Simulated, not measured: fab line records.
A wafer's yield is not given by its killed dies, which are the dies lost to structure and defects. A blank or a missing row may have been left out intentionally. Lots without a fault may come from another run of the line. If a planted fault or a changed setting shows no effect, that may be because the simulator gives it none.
Which tool is to blame? + flow ritCmos + 21 wafers from 7 lots sampled at 2 of the route's 202 steps

WHAT THE GAUGES SHOWED, per wafer
RIT_CONTACT_THK_MEAS_01.
| lot  | measured    | on           | CONTACT_TEOS_THK (nm) |
|------|-------------|--------------|-----------------------|
| L412 | day 3 16:22 | filmMetro-01 | 395 398 400           |
| L414 | day 4 03:05 | filmMetro-03 | 398 397 403           |
| L420 | day 5 12:40 | filmMetro-03 | 122 122 119           |
| L424 | day 6 00:32 | filmMetro-03 | 395 403 399           |
| L426 | day 6 08:52 | filmMetro-04 | 396 404 405           |
| L429 | day 7 07:20 | filmMetro-03 | 396 407 402           |
| L434 | day 8 03:55 | filmMetro-03 | 394 399 401           |

WHAT TOOL EACH LOT RAN ON (gives the tool, then ch and the chambers of the sampled wafers, and finally the start)
| lot  | RIT_CONTACT_CVD_00           |
|------|------------------------------|
| L412 | pecvd-03 ch 0,2, day 3 16:17 |
| L414 | pecvd-02 ch 0,1, day 4 03:01 |
| L420 | pecvd-02 ch 0,2, day 5 12:37 |
| L424 | pecvd-03 ch 0,2, day 6 00:29 |
| L426 | pecvd-03 ch 0,2, day 6 08:48 |
| L429 | pecvd-03 ch 1,2, day 7 07:17 |
| L434 | pecvd-01 ch 1,2, day 8 03:51 |
- RIT_CONTACT_CVD_00: deposits SiO2 from TEOS, target thk 400 nm, time 61 s.

THE ANSWER, worked out from the rows above alone
Rule: the usual values come from the lots themselves. The widest of any qualifying gaps counts: lots, ordered by their means at a reading, are off when they make up no more than a third of the lots, leave a main group of 4 or more, and stand apart from it by 3 or more times the standard deviation of that group's means. Not used: any main group whose means are identical at the precision the tables above print for the reading. Also off: a lot with no number at a reading for which 4 or more lots have one. Any other lot the step has rows for is counted as sound.
Off: L420, seen at RIT_CONTACT_THK_MEAS_01 (CONTACT_TEOS_THK). For the main group the mean is 400 nm and the standard deviation 1.6.
If a tool, at a process step before that reading, ran all the lots that are off and no sound lot after the first of them, it fits. Gauges at RIT_CONTACT_THK_MEAS_01: tried the same way as those tools. One fits: RIT_CONTACT_CVD_00 on pecvd-02. Its last sound lot is L414 (day 4 03:01), its first lot that is off L420 (day 5 12:37): a fault that began between those two fits.

WHAT HAD BEEN PUT IN BY THE SIMULATOR
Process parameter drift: pecvd-02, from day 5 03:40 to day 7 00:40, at RIT_CONTACT_CVD_00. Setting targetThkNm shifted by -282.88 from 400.
Shown lots that were struck: L420. This agrees with what the rule above found.
